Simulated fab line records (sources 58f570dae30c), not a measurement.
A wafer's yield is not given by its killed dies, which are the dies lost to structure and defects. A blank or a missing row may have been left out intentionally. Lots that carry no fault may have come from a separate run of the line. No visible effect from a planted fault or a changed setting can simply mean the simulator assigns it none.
Problem report in the 8D (eight disciplines) form, filled by code :: flow berkeley cmos170 :: the parts of the form that need people (team, actions taken, sign-off) are left out

1. THE PROBLEM
Wafers without a fault read 400.01 C, standard deviation 0.035; tube center temp C at UCB170_M1_ANNEAL_14 reads a mean of 480.01 C on 9 wafers belonging to 3 lots. That is +99 or more standard deviations from the usual mean.
The step: time 1200 s.
Earliest sighting: wafer L427.2 on furnace-03 at day 10 16:08. The record holds 21 wafers of 7 lots with a number at this step. Rule for "out", or "out of limits": more than 4 standard deviations from the usual mean. Any other wafer with a number is counted as sound.

2. WHAT IT IS, WHAT IT ISN'T
question: which readings at this step
is: tube center temp C, spike tc centre C, spike tc load C, spike tc source C, tube_center_temp_C_max, zone power centre pct, zone power load pct, zone power source pct
is not: -

question: which lots
is: L426, L427, L428
is not: L415, L416, L420, L425

question: which wafers of those lots
is: all that have a number
is not: -

question: read on which tools
is: furnace-03
is not: -

question: when
is: from day 10 16:08
is not: up to then (12 sound wafers)

3. WHAT RULES OUT EACH SUSPECT
Counting: a tool at a process step up to the reading stays a suspect if it ran every lot that is out and no sound lot after the first of them.
- furnace-03 at UCB170_M1_ANNEAL_14 (time 1200 s): kept. It processed each lot that is out, first L427 at day 10 16:08, and no sound lot thereafter; up to then, the last sound lot it processed was L425 at day 10 10:02. On those wafers its own readings are out: spike tc centre C, spike tc load C, spike tc source C, tube center temp C, tube_center_temp_C_max, zone power centre pct, zone power load pct, zone power source pct.
Left after counting: furnace-03 at UCB170_M1_ANNEAL_14.

4. THE CAUSE (what the simulator had put in)
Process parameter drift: furnace-03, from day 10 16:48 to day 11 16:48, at UCB170_M1_ANNEAL_14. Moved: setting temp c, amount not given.
Counting left only this tool.

5. THE CHAIN OF EFFECTS, in route order
One row per reading whose mean, taken over the struck wafers that have a number, lies over 3 standard deviations from the usual. Readings are gone through only where the record gives a usual standard deviation; hours: the median, over the lots, of the time from a lot's start at the first step in this table giving one to that lot's start at this step; sigmas: the change measured in usual standard deviations.
hours: 0
step: UCB170_M1_ANNEAL_14
reading: spike tc centre C
usual: 404.2 C
on struck wafers: 484.4
change: +80.2
sigmas: +80

hours: 0
step: UCB170_M1_ANNEAL_14
reading: spike tc load C
usual: 412.0 C
on struck wafers: 492.7
change: +80.7
sigmas: +81

hours: 0
step: UCB170_M1_ANNEAL_14
reading: spike tc source C
usual: 416.4 C
on struck wafers: 497.4
change: +81.0
sigmas: +81

hours: 0
step: UCB170_M1_ANNEAL_14
reading: tube center temp C
usual: 400.01 C
on struck wafers: 480.01
change: +80.00
sigmas: +99 or more

hours: 0
step: UCB170_M1_ANNEAL_14
reading: tube_center_temp_C_max
usual: 401.04
on struck wafers: 481.00
change: +79.96
sigmas: +99 or more

hours: 0
step: UCB170_M1_ANNEAL_14
reading: zone power centre pct
usual: 18.50 %
on struck wafers: 22.63
change: +4.13
sigmas: +23

hours: 0
step: UCB170_M1_ANNEAL_14
reading: zone power load pct
usual: 5.34 %
on struck wafers: 7.30
change: +1.96
sigmas: +36

hours: 0
step: UCB170_M1_ANNEAL_14
reading: zone power source pct
usual: 6.30 %
on struck wafers: 8.58
change: +2.28
sigmas: +37
Here are the process steps it includes:
- UCB170_M1_ANNEAL_14: time 1200 s.

6. WHAT WOULD HAVE CAUGHT IT SOONER
In this record the first reading out of limits was taken at day 10 16:08.
